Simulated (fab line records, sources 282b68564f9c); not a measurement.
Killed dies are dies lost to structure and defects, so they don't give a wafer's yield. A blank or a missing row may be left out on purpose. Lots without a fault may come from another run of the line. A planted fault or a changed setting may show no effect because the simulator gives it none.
A struck lot beside a sound one | flow rit_cmos | 15 steps out of a route of 202
Sound: wafers L642.1, L642.3, L642.4. Struck: wafers L635.3, L635.4, L635.5. The cause comes at the end.
At each step with rows: each side's tool, then ch and its chambers, then its first start. Under that, the readings that differ: sound wafers | struck wafers | difference of the means | sigmas: that difference in standard deviations of wafers without a fault.
alike: readings whose means differ by less than 2 such deviations, and words and numbers that are the same on both sides. not compared: withheld readings, readings that some wafer has no value for, bounds like >300 that may hide the same value, and numbers for which the record gives no deviation and whose values overlap.
The two part at a step that has a row with sigmas, a row that says differs or no value, or rows on one side only. Numbers that don't overlap but have no deviation are shown without sigmas and don't part them. A reading that every wafer of one side lacks parts them only if that side has two wafers or more.

first, 1 step without rows for these wafers: RIT_PRETRO_IMPLANT_08.
RIT_PRETRO_STRIP_09: strips in O2, time 180 s.
  sound on plasma_asher-03 ch 0,1, day 5 22:20; struck on plasma_asher-02 ch 0,1, day 4 10:22
  alike: drypump_motor_current_A
  not compared: rf_hours_counter_h
RIT_PRETRO_TW_MEAS_10:
  sound on film_metro-01, day 5 22:31; struck on film_metro-02, day 4 10:31
  alike: PRETRO_TW
then, 5 steps without rows for these wafers: RIT_GATE_WET_ETCH_00 (etches SiO2 in BOE, target depth 56 nm, time 60 s); RIT_GATE_CLEAN_01 (cleans in SC1, time 600 s); RIT_GATE_CLEAN_02 (cleans in dHF, time 30 s); RIT_GATE_CLEAN_03 (cleans in SC2, time 600 s); RIT_GATE_CLEAN_04 (cleans in dHF, time 60 s).
RIT_FOX2_THK_MEAS_91:
  sound on film_metro-02, day 5 22:59; struck on film_metro-02, day 4 11:01
  alike: FIELD_OXIDE_LEFT_2_THK
then, 2 steps without rows for these wafers: RIT_GATE_OXIDATION_05 (target thk 3 nm, ox time 270 s); RIT_GATE_ANNEAL_06 (time 600 s).
RIT_GATE_THK_MEAS_07:
  sound on film_metro-01, day 6 03:59; struck on film_metro-01, day 4 12:44
  alike: GATE_OXIDE_THK
RIT_GATE_CVD_08: deposits poly-Si from SiH4, target thk 250 nm, time 2220 s.
  sound on lpcvd-01 ch 0, day 6 04:03; struck on lpcvd-01 ch 1, day 4 16:37
  alike: zone_power_load_pct
RIT_GATE_THK_MEAS_09:
  sound on film_metro-01, day 6 06:29; struck on film_metro-01, day 4 18:35
  reading            | sound             | struck            | difference | sigmas
  GATE_POLY_THK (nm) | 250.8 249.7 250.9 | 501.0 502.9 500.4 | +251.0     | +99 or more
RIT_M1_PROBE_99:
  the record has rows for the sound wafers here (prober-01, day 7 05:07) and none for the struck ones

WHERE THEY PART
First at RIT_GATE_THK_MEAS_09; last, within this record, at RIT_M1_PROBE_99.

WHY: what the simulator had put in
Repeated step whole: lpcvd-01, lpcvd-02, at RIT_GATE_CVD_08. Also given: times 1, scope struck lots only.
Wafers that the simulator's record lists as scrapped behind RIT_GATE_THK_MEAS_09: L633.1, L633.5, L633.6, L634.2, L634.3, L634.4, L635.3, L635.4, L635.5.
